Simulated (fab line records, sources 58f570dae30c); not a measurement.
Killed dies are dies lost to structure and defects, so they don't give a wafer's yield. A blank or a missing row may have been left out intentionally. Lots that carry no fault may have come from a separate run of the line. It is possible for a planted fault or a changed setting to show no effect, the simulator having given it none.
Lot-split experiment ; flow berkeleyCmos170 ; on a route of 331 steps: 5 lots, 23 wafers read

ABOUT THE SPLIT
At UCB170_ZERO_ETCH_06 (etches SiO2 in CHF3/CF4/Ar, time 12 s), the setting overEtchFrac was moved away from the recipe's 1.58 on 8 of the 23 wafers read, by -25.8% to +8.4%. All remaining wafers had this setting at the recipe value.

The reading is taken at the split's own step.

THE READING
oesProductAu, in a.u., at UCB170_ZERO_ETCH_06 (etches SiO2 in CHF3/CF4/Ar, time 12 s). Fault-free wafers of this fab line usually give 0.620 a.u., standard deviation 0.0064 a.u.

wafer;tool, chamber at the split;overEtchFrac as run;against the recipe;oesProductAu, a.u.;against lot-mates on the recipe
L074.1;rieDiel-04, 1;1.58;recipe;0.618;-
L074.2;rieDiel-04, 0;1.258;-20.4%;0.650;+0.041
L074.4;rieDiel-04, 2;1.58;recipe;0.600;-
L074.5;rieDiel-04, 3;1.258;-20.4%;0.656;+0.047
L074.6;rieDiel-04, 0;1.258;-20.4%;0.657;+0.048
L076.1;rieDiel-04, 1;1.58;recipe;0.617;-
L076.2;rieDiel-04, 2;1.713;+8.4%;0.597;-0.025
L076.3;rieDiel-04, 3;1.58;recipe;0.623;-
L076.4;rieDiel-04, 0;1.713;+8.4%;0.602;-0.020
L076.5;rieDiel-04, 3;1.58;recipe;0.627;-
L079.1;rieDiel-02, 3;1.58;recipe;0.630;-
L079.3;rieDiel-02, 2;1.58;recipe;0.624;-
L079.4;rieDiel-02, 1;1.58;recipe;0.613;-
L079.5;rieDiel-02, 3;1.58;recipe;0.627;-
L079.6;rieDiel-02, 0;1.58;recipe;0.617;-
L081.1;rieDiel-02, 2;1.58;recipe;0.617;-
L081.4;rieDiel-02, 0;1.58;recipe;0.615;-
L081.6;rieDiel-02, 2;1.58;recipe;0.615;-
L083.1;rieDiel-03, 3;1.172;-25.8%;0.660;+0.032
L083.3;rieDiel-03, 2;1.58;recipe;0.629;-
L083.4;rieDiel-03, 0;1.172;-25.8%;0.659;+0.031
L083.5;rieDiel-03, 2;1.58;recipe;0.627;-
L083.6;rieDiel-03, 3;1.172;-25.8%;0.662;+0.034

FIT RESULTS
A straight line over all 23 wafers: oesProductAu changes by -0.00168 a.u. for each +1% of overEtchFrac; r = -0.94; the points scatter about the line by 0.007 a.u.
The same after taking each lot's own level away (the mean of its wafers on the recipe; 23 wafers): -0.0017 a.u. for each +1%; r = -0.93; scatter 0.008 a.u.
On that fit, the largest move of overEtchFrac shifts the reading by 0.044 a.u.
Measured against the standard deviation above, the lots' own levels, which go from 0.6090 to 0.6280 a.u., span 3.0 times it.
Hence the lot-to-lot level has little effect on the slope; both slopes agree.
Check: for one of the wafers moved furthest among these (-25.8%), held out of the fit, the line's prediction against its lot-mates is +0.0458 a.u. It came out at +0.032 a.u. against them.
Tool readings at the split's step, against how far the setting was moved: oesProductAu r = -0.94.

OTHER SPLITS APPLIED TO THESE WAFERS
These wafers also went through other splits before the reading. Each is held against what the fit with the lots' levels taken away leaves over:
other split on the same wafers;wafers away from the commonest value;r with oesProductAu (lot level and that fit taken away)
UCB170_START_OXIDATION_02 oxTimeS;10;-0.25

FILE'S OWN FIT
oesProductAu changes by -0.00169 a.u. for each +1% of overEtchFrac, r = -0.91.
